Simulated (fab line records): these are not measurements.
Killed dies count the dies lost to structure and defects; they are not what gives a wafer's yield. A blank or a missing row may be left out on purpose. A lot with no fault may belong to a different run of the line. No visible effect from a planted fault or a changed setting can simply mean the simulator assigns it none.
fab line records	flow ritCmos
[record] lots = 7	wafers = 21	lastDay = 7
route steps=202 shown PWELL@49 WELLDRIVE@50 NWELL@51 NRETRO@53 PRETRO@64 M1@202
lots untouched by any fault: they come from a run of this same line in which no faults occurred
startH: the number of hours between the record's first day and the start of the first shown wafer of the lot	waitH: how many hours have passed since the lot's step before this one	" as in the row above	L1.1+2: a single row standing in for several wafers	- no value, or no start given	* or withheld: withheld	< > ~ a bound
route shown NAME@n: NAME is a module with steps in the file, n the number in the route of the first one	usual: average and standard deviation across the fault-free wafers	same: alike in all rows	chamber/n: place in a boat	sites: the reading at each site	_std_site: the values' standard deviation	_edge_site: outer sites' mean less inner sites'	radiusMm: for every site, how far away it sits from the centre of the wafer	mask NAME#n: copy n	behind: tool/chamber where the wafer was last shaped	hold: cause of the lot's hold/its duration in hours/its outcome	device: which transistor (n, p or np) failed to switch	end of line: the route-end tests of the same wafers	where a step has no rows: the recipe by itself	killed: at the first sort, the dies lost to defects and structure; wafer yield is something else	map: shows each die of a wafer: x if killed, . if not, _ if none is there
set.NAME: the setting the step ran with; set.NAME@STEP: the setting that earlier step ran with	model.NAME: the simulator's own value behind a step, which no gauge read
a table for each step, a row for each wafer; lots at some steps of the route
services: a tool's chamber out of use, with start hour (startH, from the record's first day; less than 0 if before it), hours out, and reason
[[steps]]
[step RIT_PWELL_TW_MEAS_10]
[usual] PWELL_TW = 950/7
lot.wafer	tool	chamber	startH	waitH	PWELL_TW
L642.1	filmMetro-02	-	24.69	0.1	936
L642.3	"	-	"	"	943
L642.5	"	-	"	"	943
L650.3	filmMetro-01	-	68.80	0.1	965
L650.5	"	-	"	"	967
L650.6	"	-	"	"	965
L651.3	filmMetro-02	-	70.46	0.1	940
L651.5	"	-	"	"	938
L651.6	"	-	"	"	944
L652.1	filmMetro-01	-	73.85	0.1	957
L652.2	"	-	"	"	956
L652.3	"	-	"	"	964
L653.3	filmMetro-03	-	83.31	0.1	952
L653.5	"	-	"	"	954
L653.6	"	-	"	"	958
L654.1	filmMetro-02	-	86.04	0.1	939
L654.4	"	-	"	"	940
L654.6	"	-	"	"	942
L662.2	filmMetro-03	-	125.35	0.1	956
L662.5	"	-	"	"	950
L662.6	"	-	"	"	953
[step RIT_WELLDRIVE_ANNEAL_00]
[recipe] tempC = 1100	timeS = 14700	ambient = N2
[step RIT_WELLDRIVE_RS_MEAS_01]
[recipe] thkMeasGauge = four-point-probe
[usual] NWELL_RS = 275.9/0.65
lot.wafer	tool	chamber	startH	waitH	NWELL_RS[ohm/sq]
L642.1	filmMetro-01	-	29.83	0.0	276.2
L642.3	"	-	"	"	275.9
L642.5	"	-	"	"	276.6
L650.3	filmMetro-03	-	73.96	0.0	276.1
L650.5	"	-	"	"	276.2
L650.6	"	-	"	"	276.7
L652.1	filmMetro-03	-	79.00	0.0	275.7
L652.2	"	-	"	"	276.1
L652.3	"	-	"	"	276.0
L651.3	filmMetro-01	-	79.04	0.0	275.0
L651.5	"	-	"	"	276.4
L651.6	"	-	"	"	276.4
L653.3	filmMetro-03	-	89.79	0.0	275.0
L653.5	"	-	"	"	274.7
L653.6	"	-	"	"	275.3
L654.1	filmMetro-02	-	92.42	0.0	276.0
L654.4	"	-	"	"	276.6
L654.6	"	-	"	"	276.0
L662.2	filmMetro-01	-	130.51	0.0	276.2
L662.5	"	-	"	"	276.0
L662.6	"	-	"	"	276.3
[step RIT_WELLDRIVE_RS_MEAS_02]
[recipe] thkMeasGauge = four-point-probe
[usual] PWELL_RS = 430.1/1.1
lot.wafer	tool	chamber	startH	waitH	PWELL_RS[ohm/sq]
L642.1	filmMetro-01	-	29.95	0.1	431.2
L642.3	"	-	"	"	429.5
L642.5	"	-	"	"	429.3
L650.3	filmMetro-03	-	74.08	0.1	432.1
L650.5	"	-	"	"	430.9
L650.6	"	-	"	"	431.5
L652.1	filmMetro-03	-	79.12	0.1	432.6
L652.2	"	-	"	"	430.7
L652.3	"	-	"	"	431.8
L651.3	filmMetro-01	-	79.16	0.1	428.9
L651.5	"	-	"	"	429.2
L651.6	"	-	"	"	429.7
L653.3	filmMetro-03	-	89.91	0.1	428.5
L653.5	"	-	"	"	429.0
L653.6	"	-	"	"	430.5
L654.1	filmMetro-02	-	92.54	0.1	432.4
L654.4	"	-	"	"	430.6
L654.6	"	-	"	"	430.9
L662.2	filmMetro-01	-	130.63	0.1	430.8
L662.5	"	-	"	"	430.8
L662.6	"	-	"	"	430.1
[step RIT_NRETRO_HMDS_00]
[recipe] primeTimeS = 60	primeTempC = 140
[step RIT_NRETRO_COAT_01]
[recipe] resist = NOVOLAK	spinRpm = 2000	resistThkNm = 1319
[step RIT_NRETRO_SOFTBAKE_02]
[recipe] resist = NOVOLAK	tempC = 90	timeS = 60
[step RIT_NRETRO_EXPOSE_03]
[recipe] maskId = M4	na = 0.57	targetCdNm = 43900	doseMj = 250
[step RIT_NRETRO_PEB_04]
[recipe] resist = NOVOLAK	tempC = withheld	timeS = withheld
[step RIT_NRETRO_DEVELOP_05]
[recipe] resist = NOVOLAK	developTimeS = 68	devTempC = 23
[step RIT_NRETRO_OVL_MEAS_06]
[usual] NRETRO_OVL = -0.5/1.4
lot.wafer	tool	chamber	startH	waitH	NRETRO_OVL[nm]
L642.1	overlay-02	-	31.13	-	2.0
L642.3	"	-	"	"	2.7
L642.5	"	-	"	"	1.0
L650.3	overlay-01	-	75.05	-	-0.3
L650.5	"	-	"	"	1.4
L650.6	"	-	"	"	0.8
L651.3	overlay-01	-	80.14	-	-3.1
L651.5	"	-	"	"	-2.6
L651.6	"	-	"	"	-1.5
L652.1	overlay-02	-	80.40	-	-0.7
L652.2	"	-	"	"	0.1
L652.3	"	-	"	"	-1.2
L653.3	overlay-01	-	91.01	-	-1.6
L653.5	"	-	"	"	-2.0
L653.6	"	-	"	"	0.4
L654.1	overlay-02	-	93.62	-	-1.5
L654.4	"	-	"	"	-2.6
L654.6	"	-	"	"	-1.1
L662.2	overlay-01	-	131.61	-	0.4
L662.5	"	-	"	"	1.9
L662.6	"	-	"	"	1.9
[step RIT_NRETRO_HARDBAKE_07]
[recipe] resist = NOVOLAK	tempC = 140	timeS = 120
[step RIT_NRETRO_IMPLANT_08]
[recipe] species = P	energyKev = 68.75	doseCm2 = 1e+13	tiltDeg = 7
[usual] doseIonsCm2 = 1.0003e+13/1.1e+10	faradayCurrentUA = 31.6/0.64
lot.wafer	tool	chamber	startH	waitH	doseIonsCm2	faradayCurrentUA
L642.1	implanter-02	0	31.42	0.2	9.999e+12	31.6
L642.3	"	0	"	"	1.0021e+13	32.2
L642.5	"	0	"	"	1.0003e+13	31.2
L650.3	implanter-01	0	75.38	0.2	1.0011e+13	31.4
L650.5	"	0	"	"	1.0013e+13	31.7
L650.6	"	0	"	"	1.0005e+13	30.7
L651.3	implanter-02	0	80.46	0.2	8.803e+12	26.8
L651.5	"	0	"	"	8.795e+12	28.6
L651.6	"	0	"	"	8.811e+12	27.9
L652.1	implanter-03	0	80.82	0.2	1.0024e+13	31.3
L652.2	"	0	"	"	1.0016e+13	31.2
L652.3	"	0	"	"	1.0003e+13	31.2
L653.3	implanter-02	0	91.33	0.2	8.791e+12	28.2
L653.5	"	0	"	"	8.81e+12	27.8
L653.6	"	0	"	"	8.8e+12	27.2
L654.1	implanter-02	0	94.03	0.2	8.787e+12	27.9
L654.4	"	0	"	"	8.815e+12	27.4
L654.6	"	0	"	"	8.813e+12	28.6
L662.2	implanter-01	0	131.92	0.2	1.0012e+13	31.8
L662.5	"	0	"	"	9.996e+12	31.2
L662.6	"	0	"	"	9.994e+12	31.1
[step RIT_NRETRO_STRIP_09]
[recipe] chemistry = O2	timeS = 180	resist = NOVOLAK	platenTempC = withheld	powerW = 500	pressureMtorr = 4000	o2FlowSccm = 4000
[usual] drypumpMotorCurrentA = 6.0/0.38
lot.wafer	tool	chamber	startH	waitH	drypumpMotorCurrentA	rfHoursCounterH
L642.1	plasmaAsher-02	0	31.57	0.1	5.7	38
L642.3	"	0	"	"	5.7	-
L642.5	"	1	"	"	6.6	-
L650.3	plasmaAsher-04	1	75.53	0.1	5.8	-
L650.5	"	0	"	"	6.0	-
L650.6	"	1	"	"	5.8	-
L651.3	plasmaAsher-02	1	80.62	0.1	6.6	-
L651.5	"	0	"	"	5.6	-
L651.6	"	1	"	"	6.6	-
L652.1	plasmaAsher-02	1	80.97	0.1	6.6	43
L652.2	"	0	"	"	5.7	43
L652.3	"	1	"	"	6.6	-
L653.3	plasmaAsher-02	1	91.49	0.1	6.6	-
L653.5	"	1	"	"	6.6	-
L653.6	"	0	"	"	5.6	-
L654.1	plasmaAsher-01	1	94.18	0.1	6.4	41
L654.4	"	1	"	"	6.4	-
L654.6	"	0	"	"	5.5	-
L662.2	plasmaAsher-01	0	132.04	0.1	5.4	2
L662.5	"	1	"	"	6.4	-
L662.6	"	0	"	"	5.4	-
[step RIT_NRETRO_TW_MEAS_10]
[usual] NRETRO_TW = 1046/6.8
lot.wafer	tool	chamber	startH	waitH	NRETRO_TW
L642.1	filmMetro-03	-	31.74	0.1	1039
L642.3	"	-	"	"	1036
L642.5	"	-	"	"	1038
L650.3	filmMetro-04	-	75.67	0.1	1046
L650.5	"	-	"	"	1042
L650.6	"	-	"	"	1039
L651.3	filmMetro-04	-	80.75	0.1	998
L651.5	"	-	"	"	991
L651.6	"	-	"	"	997
L652.1	filmMetro-04	-	81.15	0.1	1040
L652.2	"	-	"	"	1044
L652.3	"	-	"	"	1043
L653.3	filmMetro-04	-	91.63	0.1	1002
L653.5	"	-	"	"	1002
L653.6	"	-	"	"	998
L654.1	filmMetro-01	-	94.35	0.1	1016
L654.4	"	-	"	"	1014
L654.6	"	-	"	"	1014
L662.2	filmMetro-04	-	132.23	0.1	1043
L662.5	"	-	"	"	1047
L662.6	"	-	"	"	1052
[step RIT_PRETRO_HMDS_00]
[recipe] primeTimeS = 60	primeTempC = 140
[step RIT_M1_PROBE_99]
[usual] killedAtContacts = 0.0/0.2	killedAtFrontEnd = 6.8/3	killedDies = 6.9/3	killedOpen = 3.3/1.9	killedShort = 3.6/1.9
[same] grossDies = 264	killed_at_M0_to_M3 = 0	killed_at_M4_up = 0	killedAtBackSide = 0	killedAtOther = 0
lot.wafer	tool	chamber	startH	waitH	killedAtContacts	killedAtFrontEnd	killedDies	killedOpen	killedShort
L642.1	prober-02	-	65.09	0.1	0	8	8	3	5
L642.3	prober-02	-	65.19	0.2	0	4	4	3	1
L642.5	prober-02	-	65.29	0.2	0	6	6	2	4
L650.3	prober-01	-	104.13	0.2	0	10	10	3	7
L650.5	prober-01	-	104.23	0.2	0	8	8	2	6
L650.6	prober-01	-	104.28	0.2	0	9	9	4	5
L651.3	prober-02	-	109.31	0.2	0	10	10	7	3
L651.5	prober-02	-	109.41	0.2	0	7	7	5	2
L651.6	prober-02	-	109.46	0.2	0	9	9	7	2
L653.3	prober-01	-	120.04	0.2	0	5	5	3	2
L653.5	prober-01	-	120.14	0.2	0	9	9	4	5
L653.6	prober-01	-	120.19	0.2	0	9	9	6	3
L654.1	prober-02	-	122.34	0.1	0	9	9	4	5
L654.4	prober-02	-	122.49	0.2	1	5	6	3	3
L654.6	prober-02	-	122.59	0.2	0	8	8	5	3
L662.2	prober-02	-	164.64	0.1	0	8	8	3	5
L662.5	prober-02	-	164.79	0.2	0	7	7	3	4
L662.6	prober-02	-	164.84	0.2	0	4	4	1	3
// killed by level:class
L642.1 GATE:geometricParticle:open=2 SPACER:geometricParticle:short=2 SILICIDE:geometricParticle:short=2 REOX:geometricParticle:short=1 REOX:geometricParticle:open=1
L642.3 SILICIDE:geometricParticle:open=2 GATE:geometricParticle:open=1 REOX:geometricParticle:short=1
L642.5 SILICIDE:geometricParticle:short=3 GATE:geometricParticle:open=1 REOX:geometricParticle:short=1 SILICIDE:geometricParticle:open=1
L650.3 SPACER:geometricParticle:short=3 FOX1:geometricParticle:short=2 FOX1:geometricParticle:open=1 FOX2:geometricParticle:open=1 GATE:geometricParticle:short=1 REOX:geometricParticle:open=1 REOX:geometricParticle:short=1
L650.5 GATE:geometricParticle:short=2 SPACER:geometricParticle:short=2 FOX2:geometricParticle:short=1 GATE:geometricParticle:open=1 REOX:geometricParticle:open=1 REOX:geometricParticle:short=1
L650.6 GATE:geometricParticle:short=4 GATE:geometricParticle:open=2 REOX:geometricParticle:open=2 REOX:geometricParticle:short=1
L651.3 REOX:geometricParticle:open=3 GATE:geometricParticle:short=2 FOX2:geometricParticle:open=1 GATE:geometricParticle:open=1 SPACER:geometricParticle:open=1 SPACER:geometricParticle:short=1 SILICIDE:geometricParticle:open=1
L651.5 FOX1:geometricParticle:open=2 GATE:geometricParticle:open=2 GATE:geometricParticle:short=1 REOX:geometricParticle:open=1 SILICIDE:geometricParticle:short=1
L651.6 GATE:geometricParticle:open=3 REOX:geometricParticle:open=3 FOX1:geometricParticle:short=1 GATE:geometricParticle:short=1 SILICIDE:geometricParticle:open=1
L653.3 GATE:geometricParticle:open=2 FOX1:geometricParticle:open=1 FOX1:geometricParticle:short=1 GATE:geometricParticle:short=1
L653.5 GATE:geometricParticle:short=4 FOX2:geometricParticle:open=2 GATE:geometricParticle:open=2 SPACER:geometricParticle:short=1
L653.6 GATE:geometricParticle:open=4 GATE:geometricParticle:short=2 FOX1:geometricParticle:open=1 FOX2:geometricParticle:short=1 SPACER:geometricParticle:open=1
L654.1 GATE:geometricParticle:short=2 REOX:geometricParticle:open=2 FOX2:geometricParticle:short=1 GATE:geometricParticle:open=1 REOX:geometricParticle:short=1 SPACER:geometricParticle:open=1 SILICIDE:geometricParticle:short=1
L654.4 GATE:geometricParticle:open=2 FOX1:geometricParticle:open=1 SPACER:geometricParticle:short=1 SILICIDE:geometricParticle:short=1 CONTACT:geometricParticle:short=1
L654.6 SILICIDE:geometricParticle:open=4 SPACER:geometricParticle:short=2 GATE:geometricParticle:open=1 SILICIDE:geometricParticle:short=1
L662.2 GATE:geometricParticle:short=2 FOX2:geometricParticle:short=1 REOX:geometricParticle:open=1 REOX:geometricParticle:short=1 SPACER:geometricParticle:open=1 SPACER:geometricParticle:short=1 SILICIDE:geometricParticle:open=1
L662.5 SPACER:geometricParticle:short=2 GATE:geometricParticle:short=1 GATE:geometricParticle:open=1 SPACER:geometricParticle:open=1 SILICIDE:geometricParticle:short=1 SILICIDE:geometricParticle:open=1
L662.6 FOX2:geometricParticle:short=1 REOX:geometricParticle:open=1 SPACER:geometricParticle:short=1 STARTING-WAFER:geometricParticle:short=1
[[services]]
tool	chamber	startH	hours	kind
implanter-03	-	23.99	4.8	pm
implanter-01	-	28.80	3.3	pm
plasmaAsher-04	-	46.25	2.0	repair
implanter-02	-	107.07	6.0	repair
plasmaAsher-01	-	108.75	9.0	pm
plasmaAsher-01	0	108.75	9.0	ventCycle
plasmaAsher-01	1	108.75	9.0	ventCycle
plasmaAsher-01	0	117.75	-	clean
plasmaAsher-01	1	117.75	-	clean
implanter-03	-	121.80	3.5	repair
[[key]]
[firstSign] step = RIT_NRETRO_IMPLANT_08	reading = doseIonsCm2	direction = down	sigmas = 99+	usual = 1.0003e+13	struck = 8.803e+12
[effect] step = RIT_NRETRO_IMPLANT_08	reading = faradayCurrentUA	direction = down	sigmas = 5.9	usual = 31.6	struck = 27.8
[effect] step = RIT_NRETRO_TW_MEAS_10	reading = NRETRO_TW	direction = down	sigmas = 6.3	usual = 1046	struck = 1003
metAt RIT_NRETRO_IMPLANT_08
struckWafers L651.3,L651.5,L651.6,L653.3,L653.5,L653.6,L654.1,L654.4,L654.6
testerLeftOut L651,L653,L654
onsetBetween 31.42 80.46
[fault] kind = processParameterDrift	tool = implanter-02	chamber = -	onsetH = 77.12	steps = RIT_NRETRO_IMPLANT_08	channel = doseCm2	offset = -1.2e+12	shape = step	endH = 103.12	actsIn = theseRecipesOnly	stated = 1e+13
// testerLeftOut: of these lots the tester's yield and bins aren't shown, on N5 and GAA mostly nor the transistor test; their killed dies are dies lost to structure and defects alone, not to doping, threshold or leakage, so they don't give the yield
